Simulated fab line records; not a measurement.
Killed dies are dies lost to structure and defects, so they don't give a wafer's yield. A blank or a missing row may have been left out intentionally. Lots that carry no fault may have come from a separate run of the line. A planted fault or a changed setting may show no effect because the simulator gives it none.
fab line records -- flow berkeleyCmos170
record lots=15, wafers=45, lastDay=12
route steps=331 shown SILICIDE@212 CONTACT@231 M1@247
lots untouched by any fault: they come from a run of this same line in which no faults occurred
startH: start of the lot's first displayed wafer, in hours after the record's first day -- waitH: how many hours have passed since the lot's step before this one -- " same as the row above -- L1.1+2: a single row standing in for several wafers -- - value missing, or start not given -- * or withheld: withheld -- < > ~ a bound
route shown NAME@n: a module of which the file shows steps, and the number in the route of the first -- usual: mean/standard deviation taken from wafers without a fault -- same: alike in all rows -- chamber/n: place in a boat -- sites: the reading at each site -- _std_site: standard deviation of those values -- _edge_site: inner sites' mean taken away from outer sites' mean -- radiusMm: for every site, how far away it sits from the centre of the wafer -- mask NAME#n: copy n -- behind: tool/chamber where the wafer was last shaped -- hold: why the lot was held/for how many hours/how that ended -- device: transistor that didn't switch, given as n, p or np -- end of line: tests of these same wafers at the route's end -- a step without rows: its recipe alone -- killed: dies lost to structure and defects at the first sort, not the wafer's yield -- map: a wafer's dies, marking killed ones x, the rest . and places with no die _
set.NAME: the setting the step ran with; set.NAME@STEP: the setting that earlier step ran with -- model.NAME: the simulator's own value behind a step, which no gauge read
one table for each step of the route and one row for each wafer, over a sample of lots
## steps
# step UCB170_SILICIDE_RS_MEAS_02
# recipe thkMeasGauge=four-point-probe, reads=Ti_of_SILICIDE_SPUTTER_01
# usual SILICIDE_TI_RS=26.18/0.29
lot.wafer,tool,chamber,startH,waitH,SILICIDE_TI_RS[ohm/sq]
L125.3,filmMetro-02,-,173.09,0.1,26.28
L125.5,filmMetro-02,-,173.09,0.1,26.19
L125.6,filmMetro-02,-,173.09,0.1,26.49
L124.1,filmMetro-01,-,173.30,0.0,26.24
L124.2,filmMetro-01,-,173.30,0.0,26.10
L124.4,filmMetro-01,-,173.30,0.0,26.14
L129.1,filmMetro-03,-,182.76,0.0,25.83
L129.5,filmMetro-03,-,182.76,0.0,26.55
L129.6,filmMetro-03,-,182.76,0.0,26.03
L128.1,filmMetro-03,-,183.43,0.0,26.63
L128.2,filmMetro-03,-,183.43,0.0,26.49
L128.4,filmMetro-03,-,183.43,0.0,26.01
L130.2,filmMetro-02,-,200.13,0.0,25.66
L130.4,filmMetro-02,-,200.13,0.0,25.53
L130.6,filmMetro-02,-,200.13,0.0,25.62
L132.1,filmMetro-01,-,207.44,0.0,26.51
L132.4,filmMetro-01,-,207.44,0.0,26.48
L132.6,filmMetro-01,-,207.44,0.0,26.43
L136.2,filmMetro-03,-,217.04,0.2,26.14
L136.3,filmMetro-03,-,217.04,0.2,26.35
L136.6,filmMetro-03,-,217.04,0.2,26.20
L134.2,filmMetro-03,-,217.46,0.0,26.16
L134.4,filmMetro-03,-,217.46,0.0,26.08
L134.6,filmMetro-03,-,217.46,0.0,26.34
L137.3,filmMetro-03,-,226.89,0.1,25.81
L137.4,filmMetro-03,-,226.89,0.1,26.10
L137.6,filmMetro-03,-,226.89,0.1,26.10
L138.1,filmMetro-02,-,227.37,0.1,26.70
L138.3,filmMetro-02,-,227.37,0.1,26.69
L138.5,filmMetro-02,-,227.37,0.1,26.68
L140.3,filmMetro-03,-,244.04,0.1,25.95
L140.5,filmMetro-03,-,244.04,0.1,26.08
L140.6,filmMetro-03,-,244.04,0.1,26.51
L141.3,filmMetro-03,-,244.34,0.1,26.47
L141.4,filmMetro-03,-,244.34,0.1,26.09
L141.5,filmMetro-03,-,244.34,0.1,26.25
L142.4,filmMetro-03,-,270.17,0.1,25.84
L142.5,filmMetro-03,-,270.17,0.1,26.36
L142.6,filmMetro-03,-,270.17,0.1,26.00
L145.1,filmMetro-01,-,270.66,0.1,26.39
L145.5,filmMetro-01,-,270.66,0.1,26.53
L145.6,filmMetro-01,-,270.66,0.1,26.13
L144.3,filmMetro-03,-,270.91,0.1,26.25
L144.5,filmMetro-03,-,270.91,0.1,26.54
L144.6,filmMetro-03,-,270.91,0.1,26.52
# step UCB170_CONTACT_CD_MEAS_15
# recipe targetCdNm=700
# usual cdNm=700.0/1.5
lot.wafer,tool,chamber,startH,waitH,cdNm
L124.1,cdSem-02,-,182.37,-,701.0
L124.2,cdSem-02,-,182.37,-,699.9
L124.4,cdSem-02,-,182.37,-,699.5
L125.3,cdSem-02,-,182.62,-,698.5
L125.5,cdSem-02,-,182.62,-,699.0
L125.6,cdSem-02,-,182.62,-,700.3
L129.1,cdSem-01,-,186.95,-,700.8
L129.5,cdSem-01,-,186.95,-,700.7
L129.6,cdSem-01,-,186.95,-,699.8
L128.1,cdSem-01,-,188.63,-,699.7
L128.2,cdSem-01,-,188.63,-,699.6
L128.4,cdSem-01,-,188.63,-,698.5
L130.2,cdSem-01,-,204.43,-,700.6
L130.4,cdSem-01,-,204.43,-,700.2
L130.6,cdSem-01,-,204.43,-,701.2
L132.1,cdSem-02,-,212.53,-,699.9
L132.4,cdSem-02,-,212.53,-,700.3
L132.6,cdSem-02,-,212.53,-,701.7
L136.2,cdSem-02,-,221.11,-,700.9
L136.3,cdSem-02,-,221.11,-,700.4
L136.6,cdSem-02,-,221.11,-,700.7
L134.2,cdSem-02,-,227.34,-,699.6
L134.4,cdSem-02,-,227.34,-,699.1
L134.6,cdSem-02,-,227.34,-,699.1
L137.3,cdSem-02,-,231.71,-,699.8
L137.4,cdSem-02,-,231.71,-,702.1
L137.6,cdSem-02,-,231.71,-,700.1
L138.1,cdSem-01,-,233.74,-,696.7
L138.3,cdSem-01,-,233.74,-,697.1
L138.5,cdSem-01,-,233.74,-,697.8
L140.3,cdSem-01,-,249.40,-,700.4
L140.5,cdSem-01,-,249.40,-,700.6
L140.6,cdSem-01,-,249.40,-,700.9
L141.3,cdSem-01,-,250.84,-,700.4
L141.4,cdSem-01,-,250.84,-,700.2
L141.5,cdSem-01,-,250.84,-,698.7
L142.4,cdSem-01,-,275.72,-,697.2
L142.5,cdSem-01,-,275.72,-,697.1
L142.6,cdSem-01,-,275.72,-,696.4
L145.1,cdSem-01,-,276.74,-,700.4
L145.5,cdSem-01,-,276.74,-,701.8
L145.6,cdSem-01,-,276.74,-,700.5
L144.3,cdSem-01,-,277.26,-,699.5
L144.5,cdSem-01,-,277.26,-,700.9
L144.6,cdSem-01,-,277.26,-,700.8
# step UCB170_M1_CD_MEAS_09
# recipe targetCdNm=700
# usual cdNm=700.1/1.5
lot.wafer,tool,chamber,startH,waitH,cdNm
L124.1,cdSem-01,-,184.55,-,699.6
L124.2,cdSem-01,-,184.55,-,699.6
L124.4,cdSem-01,-,184.55,-,700.2
L125.3,cdSem-02,-,184.98,-,699.3
L125.5,cdSem-02,-,184.98,-,699.9
L125.6,cdSem-02,-,184.98,-,699.3
L129.1,cdSem-02,-,189.00,-,703.5
L129.5,cdSem-02,-,189.00,-,701.8
L129.6,cdSem-02,-,189.00,-,702.8
L128.1,cdSem-02,-,190.66,-,698.0
L128.2,cdSem-02,-,190.66,-,697.8
L128.4,cdSem-02,-,190.66,-,696.8
L130.2,cdSem-02,-,206.41,-,700.3
L130.4,cdSem-02,-,206.41,-,699.3
L130.6,cdSem-02,-,206.41,-,699.3
L132.1,cdSem-02,-,214.60,-,699.3
L132.4,cdSem-02,-,214.60,-,697.7
L132.6,cdSem-02,-,214.60,-,698.9
L136.2,cdSem-02,-,223.05,-,702.2
L136.3,cdSem-02,-,223.05,-,701.5
L136.6,cdSem-02,-,223.05,-,701.3
L134.2,cdSem-02,-,230.41,-,700.1
L134.4,cdSem-02,-,230.41,-,699.1
L134.6,cdSem-02,-,230.41,-,700.3
L137.3,cdSem-01,-,234.59,-,701.5
L137.4,cdSem-01,-,234.59,-,702.1
L137.6,cdSem-01,-,234.59,-,701.4
L138.1,cdSem-01,-,236.13,-,699.1
L138.3,cdSem-01,-,236.13,-,699.3
L138.5,cdSem-01,-,236.13,-,700.2
L140.3,cdSem-01,-,252.26,-,698.3
L140.5,cdSem-01,-,252.26,-,697.4
L140.6,cdSem-01,-,252.26,-,699.4
L141.3,cdSem-01,-,252.98,-,702.2
L141.4,cdSem-01,-,252.98,-,703.4
L141.5,cdSem-01,-,252.98,-,703.2
L142.4,cdSem-01,-,278.39,-,702.0
L142.5,cdSem-01,-,278.39,-,700.4
L142.6,cdSem-01,-,278.39,-,700.4
L145.1,cdSem-01,-,279.56,-,701.4
L145.5,cdSem-01,-,279.56,-,701.7
L145.6,cdSem-01,-,279.56,-,701.5
L144.3,cdSem-01,-,279.98,-,699.6
L144.5,cdSem-01,-,279.98,-,699.8
L144.6,cdSem-01,-,279.98,-,700.5
# step UCB170_M1_ANNEAL_14
# recipe tempC=400, timeS=1200, ambient=formingGas
# usual spikeTcCentreC=402.0/1.1, spikeTcLoadC=418.5/1, spikeTcSourceC=418.7/1.1, tubeCenterTempC=400/0.03, tube_center_temp_C_max=401.03/0.15, zonePowerCentrePct=15.93/0.14, zonePowerLoadPct=5.14/0.051, zonePowerSourcePct=4.89/0.051
lot.wafer,tool,chamber,startH,waitH,spikeTcCentreC,spikeTcLoadC,spikeTcSourceC,tubeCenterTempC,tube_center_temp_C_max,zonePowerCentrePct,zonePowerLoadPct,zonePowerSourcePct
L124.1,furnace-03,0,185.10,0.1,401.2,418.7,420.3,400.02,401.24,15.94,5.14,4.94
L124.2,furnace-03,0,185.10,0.1,403.7,418.9,417.3,399.98,400.77,16.10,5.08,4.92
L124.4,furnace-03,0,185.10,0.1,403.1,418.6,420.4,399.97,401.02,16.09,5.23,4.84
L125.3,furnace-03,0,186.43,1.0,402.9,418.7,417.2,399.98,401.41,15.98,5.21,4.86
L125.5,furnace-03,0,186.43,1.0,401.7,419.5,418.8,400.02,401.00,15.87,5.19,4.92
L125.6,furnace-03,0,186.43,1.0,400.0,418.0,418.9,399.95,400.93,15.87,5.18,4.92
L129.1,furnace-03,0,189.55,0.1,401.3,417.6,418.9,399.99,400.99,15.93,5.07,4.90
L129.5,furnace-03,0,189.55,0.1,403.1,419.3,419.6,400.02,401.10,15.88,5.21,4.86
L129.6,furnace-03,0,189.55,0.1,401.5,418.3,420.4,400.01,401.01,16.07,5.13,4.80
L128.1,furnace-03,0,192.22,1.1,402.6,417.8,418.7,399.98,401.07,16.23,5.05,4.84
L128.2,furnace-03,0,192.22,1.1,402.2,417.4,420.0,400.02,400.97,15.76,5.16,4.78
L128.4,furnace-03,0,192.22,1.1,400.4,418.6,420.1,400,401.02,15.87,5.20,4.93
L130.2,furnace-03,0,207.12,0.1,400.4,416.2,419.4,400.04,400.93,16.15,5.12,4.91
L130.4,furnace-03,0,207.12,0.1,403.4,417.8,420.1,400.01,400.99,15.77,5.16,4.87
L130.6,furnace-03,0,207.12,0.1,404.4,416.8,417.4,399.97,401.11,15.78,5.07,4.86
L132.1,furnace-03,0,215.29,0.1,401.2,419.3,418.1,400.03,401.17,15.75,5.14,4.92
L132.4,furnace-03,0,215.29,0.1,401.8,417.9,418.0,400.02,401.20,16.00,5.17,4.86
L132.6,furnace-03,0,215.29,0.1,401.1,417.1,418.8,400,400.80,16.02,5.12,4.85
L136.2,furnace-03,0,223.59,0.1,401.4,419.7,419.2,400.03,401.34,15.97,5.08,4.90
L136.3,furnace-03,0,223.59,0.1,401.9,419.4,419.3,399.99,401.19,15.82,5.14,4.90
L136.6,furnace-03,0,223.59,0.1,403.6,417.9,419.6,399.98,400.90,15.94,5.12,4.94
L134.2,furnace-03,0,230.94,0.1,400.8,417.8,419.5,400,400.97,15.76,5.23,4.96
L134.4,furnace-03,0,230.94,0.1,401.6,419.1,419.6,399.97,401.02,15.98,5.02,4.88
L134.6,furnace-03,0,230.94,0.1,400.7,417.6,418.1,400.03,401.08,15.93,5.18,4.86
L137.3,furnace-03,0,235.10,0.1,400.2,417.7,418.4,399.99,401.10,15.92,5.16,4.83
L137.4,furnace-03,0,235.10,0.1,403.0,417.5,419.5,399.99,400.88,16.12,5.12,4.99
L137.6,furnace-03,0,235.10,0.1,404.3,417.3,420.0,399.99,401.07,15.88,5.07,4.76
L138.1,furnace-03,0,236.69,0.1,399.9,420.3,418.3,400.04,401.19,15.85,5.18,4.87
L138.3,furnace-03,0,236.69,0.1,401.5,417.9,418.5,399.97,400.80,15.78,5.05,4.89
L138.5,furnace-03,0,236.69,0.1,401.9,417.4,417.6,399.99,401.01,16.04,5.11,4.89
L140.3,furnace-03,0,253.79,0.9,403.1,419.5,419.9,399.98,401.15,15.84,5.21,4.85
L140.5,furnace-03,0,253.79,0.9,402.4,417.4,417.9,400,401.04,15.78,5.17,4.96
L140.6,furnace-03,0,253.79,0.9,401.1,418.0,420.5,400.06,401.17,15.88,5.13,4.94
L141.3,furnace-03,0,253.79,0.4,400.5,418.6,420.3,400.03,401.04,15.97,5.07,5.00
L141.4,furnace-03,0,253.79,0.4,403.0,417.7,419.2,400.05,401.24,16.02,5.23,4.90
L141.5,furnace-03,0,253.79,0.4,401.5,419.0,419.4,399.97,400.81,16.26,5.14,4.88
L142.4,furnace-03,0,278.89,0.0,482.8,499.3,499.1,480.05,481.17,19.86,7.03,6.51
L142.5,furnace-03,0,278.89,0.0,479.0,501.0,501.8,480.01,480.82,19.09,6.93,6.63
L142.6,furnace-03,0,278.89,0.0,483.2,499.0,501.8,480.01,480.96,19.60,6.93,6.72
L144.3,furnace-03,0,281.55,1.1,482.8,498.5,498.7,480,481.16,19.44,6.96,6.57
L144.5,furnace-03,0,281.55,1.1,483.2,500.6,499.9,479.97,480.84,18.99,7.06,6.66
L144.6,furnace-03,0,281.55,1.1,481.9,498.9,500.9,479.98,481.37,19.31,6.98,6.54
L145.1,furnace-03,0,281.55,1.4,482.2,500.0,498.6,480.04,481.24,19.29,7.12,6.63
L145.5,furnace-03,0,281.55,1.4,481.7,500.7,502.3,480,481.37,19.26,7.04,6.67
L145.6,furnace-03,0,281.55,1.4,481.6,499.3,498.5,479.97,481.17,19.64,7.06,6.65
## key
firstSign step=UCB170_M1_ANNEAL_14, reading=tubeCenterTempC, direction=up, sigmas=99+, usual=*, struck=*
effect step=UCB170_M1_ANNEAL_14, reading=tube_center_temp_C_max, direction=up, sigmas=99+, usual=*, struck=*
metAt UCB170_M1_ANNEAL_14
struckLots L142,L144,L145
rowsEnd L144.3,L144.6
sortLeftOut L145.1,L145.5,L145.6
notActingAt UCB170_SILICIDE_RS_MEAS_02,UCB170_CONTACT_CD_MEAS_15,UCB170_M1_CD_MEAS_09
onsetBetween 253.79 278.89
fault kind=processParameterDrift, tool=furnace-03, chamber=-, onsetH=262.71, steps=UCB170_M1_ANNEAL_14, channel=tempC, offset=*, shape=step, stated=*
# sortLeftOut: the simulated sort isn't trusted on such a fault, so these wafers' sort isn't shown, and their yield isn't known
# rowsEnd: these wafers met a further fault down the route, and their rows from its step on are left out
